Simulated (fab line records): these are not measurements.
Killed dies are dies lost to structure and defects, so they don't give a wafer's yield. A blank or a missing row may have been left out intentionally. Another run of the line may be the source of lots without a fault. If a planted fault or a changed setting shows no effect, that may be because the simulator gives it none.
Code-filled problem report in 8D (eight disciplines) form	flow ritCmos	the parts of the form that need people (team, actions taken, sign-off) are left out

== 1. THE ISSUE ==
Wafers free of any fault read 3455 (standard deviation 27) for PSD_TW at RIT_PSD_TW_MEAS_10, against a mean of 3577 on 6 wafers of 2 lots. Relative to the usual mean, that is a shift of +4.5 standard deviations.
First seen on wafer L275.2, day 5 07:42, on filmMetro-01. The record has a number at this step for 42 wafers belonging to 14 lots. By rule, "out" or "out of limits" means more than 4 standard deviations away from the usual mean. Any other wafer with a number is counted as sound.

== 2. WHAT IT IS AND WHAT IT IS NOT ==
question	is	is not
which readings at this step	PSD_TW	-
which lots	L275, L276	L264, L265, L266, L268, L272, L273, L279, L281, L282, L283, L286, L287
which wafers of those lots	all that have a number	-
read on which gauges	filmMetro-01, filmMetro-04	filmMetro-02
when	from day 5 07:42	up to then (18 sound wafers); but 18 sound wafers of L279, L281, L282, L283, L286, L287 came after

== 3. THE SUSPECTS, EACH WITH WHAT RULES IT OUT ==
Counting: a tool stays on the suspect list if, at a process step up to the reading, it processed all lots that are out and no sound lot following the first of them.
- the gauge at RIT_PSD_TW_MEAS_10 has been ruled out. Those wafers that are out were read across 2 gauges (filmMetro-01, filmMetro-04).
- implanter-01 at RIT_PSD_IMPLANT_08: kept. It processed each lot that is out, first L275 at day 5 07:23, and no sound lot thereafter; up to then, the last sound lot it processed was L266 at day 3 10:41. Out on those wafers are its own readings of beamEnergyKeV.
Left after counting: implanter-01 at RIT_PSD_IMPLANT_08.

== 4. THE CAUSE (what the simulator had put in) ==
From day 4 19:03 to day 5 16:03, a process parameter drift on implanter-01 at RIT_PSD_IMPLANT_08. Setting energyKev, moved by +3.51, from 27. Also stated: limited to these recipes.
This tool alone remained once counting was done.

== 5. THE EFFECT CHAIN, in route order ==
Each row: a reading whose mean over the struck wafers that have a number lies more than 3 standard deviations from the usual. Only readings whose record carries a usual standard deviation are examined. hours: median over the lots of the time between each lot's start at the first step of this table that gives one and its start at this step. sigmas: the change, counted in usual standard deviations.
hours	step	reading	usual	on struck wafers	change	sigmas
0	RIT_PSD_IMPLANT_08	beamEnergyKeV	27.001	30.509	+3.508	+99 or more
0	RIT_PSD_TW_MEAS_10	PSD_TW	3455	3577	+122	+4.5
1	RIT_SDANNEAL_RS_MEAS_04	PSD_RS	116.03 ohm/sq	109.01	-7.02	-25
Its process steps:
- RIT_PSD_IMPLANT_08

== 6. WHAT WOULD HAVE CAUGHT IT SOONER ==
13 hours passed between the start of the fault at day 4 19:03 and the first reading out of limits at a measuring or inspecting step in this record, taken at day 5 07:42.
Tool's own readings at RIT_PSD_IMPLANT_08, beamEnergyKeV: out on all struck wafers the step has rows for; an alarm limit on them would have tripped on the first.
Among the 2 lots that are out, L276 began RIT_PSD_IMPLANT_08 on implanter-01 after day 5 07:42. Putting the tool on hold at that point would have spared it.
